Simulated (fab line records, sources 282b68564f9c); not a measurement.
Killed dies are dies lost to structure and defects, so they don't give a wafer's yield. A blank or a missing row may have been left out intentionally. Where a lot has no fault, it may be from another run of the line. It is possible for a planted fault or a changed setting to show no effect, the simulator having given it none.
Shared-tool check | flow rit_cmos | 42 wafers sampled across 14 lots

## THE REASON FOR OPENING IT
At RIT_PLDD_TW_MEAS_10 the reading PLDD_TW is flagged on 2 of 14 lots. No-fault wafers: 2336, standard deviation 32.
Rule: flag the lot when none of its wafers has a number, or when each of its wafers that has one lies beyond 4 standard deviations from that mean. As for the other lots, they are considered sound.

lot  | measured    | on            | PLDD_TW, wafer by wafer | flag
L357 | day 3 08:45 | film_metro-01 | 2292 2301 2296          |
L358 | day 3 11:11 | film_metro-01 | 2300 2308 2315          |
L359 | day 3 16:22 | film_metro-02 | 2359 2360 2362          |
L361 | day 4 01:47 | film_metro-01 | 2300 2293 2308          |
L362 | day 4 05:43 | film_metro-01 | 2305 2302 2305          |
L366 | day 5 01:58 | film_metro-01 | 2840 2829 2817          | FLAGGED
L367 | day 5 06:25 | film_metro-03 | 2856 2864 2865          | FLAGGED
L368 | day 5 13:42 | film_metro-02 | 2366 2359 2366          |
L369 | day 5 17:16 | film_metro-03 | 2353 2359 2354          |
L371 | day 6 03:42 | film_metro-01 | 2309 2299 2304          |
L372 | day 6 09:50 | film_metro-01 | 2314 2317 2307          |
L374 | day 6 19:40 | film_metro-01 | 2311 2307 2318          |
L376 | day 7 04:29 | film_metro-03 | 2365 2361 2380          |
L377 | day 7 14:59 | film_metro-02 | 2373 2357 2376          |
On average the flagged lots' numbers are 2845, which is +509 against the usual, or +16 standard deviations.

## TOOL THAT RAN EACH LOT
The record holds 1 process step before the reading, out of a route of 202 steps. Cell contents, in order: the tool; ch with the chambers the sampled wafers went through; the start.
lot  | flag    | RIT_NLDD_COAT_01
L357 |         | litho_track-02 ch 0, day 3 05:50
L358 |         | litho_track-04 ch 0, day 3 08:29
L359 |         | litho_track-01 ch 0, day 3 13:26
L361 |         | litho_track-02 ch 0, day 3 22:51
L362 |         | litho_track-01 ch 0, day 4 02:52
L366 | FLAGGED | litho_track-01, day 4 23:08
L367 | FLAGGED | litho_track-02, day 5 03:43
L368 |         | litho_track-01 ch 0, day 5 10:58
L369 |         | litho_track-01 ch 0, day 5 14:19
L371 |         | litho_track-01 ch 0, day 6 00:53
L372 |         | litho_track-02 ch 0, day 6 07:04
L374 |         | litho_track-01 ch 0, day 6 16:47
L376 |         | litho_track-04 ch 0, day 7 01:44
L377 |         | litho_track-04 ch 0, day 7 12:13
What these steps do:
- RIT_NLDD_COAT_01: resist thk 1000 nm.
- RIT_PLDD_TW_MEAS_10

## FLAGGED OVER TOTAL, TOOL BY TOOL (the gauges that took the reading come last)
step                | tool           | lots run | flagged | share of the flagged lots | sound lots run after its first flagged lot
RIT_NLDD_COAT_01    | litho_track-01 | 7        | 1       | some                      | 4 (L368,L369,L371,L374)
RIT_NLDD_COAT_01    | litho_track-02 | 4        | 1       | some                      | 1 (L372)
RIT_NLDD_COAT_01    | litho_track-04 | 3        | 0       | none                      | -
RIT_PLDD_TW_MEAS_10 | film_metro-01  | 8        | 1       | some                      | 3 (L371,L372,L374)
RIT_PLDD_TW_MEAS_10 | film_metro-02  | 3        | 0       | none                      | -
RIT_PLDD_TW_MEAS_10 | film_metro-03  | 3        | 1       | some                      | 2 (L369,L376)

## THE TABLE: WHAT IT ALLOWS
No row of the table ran every flagged lot.

## WHAT THE SIMULATOR PUT IN
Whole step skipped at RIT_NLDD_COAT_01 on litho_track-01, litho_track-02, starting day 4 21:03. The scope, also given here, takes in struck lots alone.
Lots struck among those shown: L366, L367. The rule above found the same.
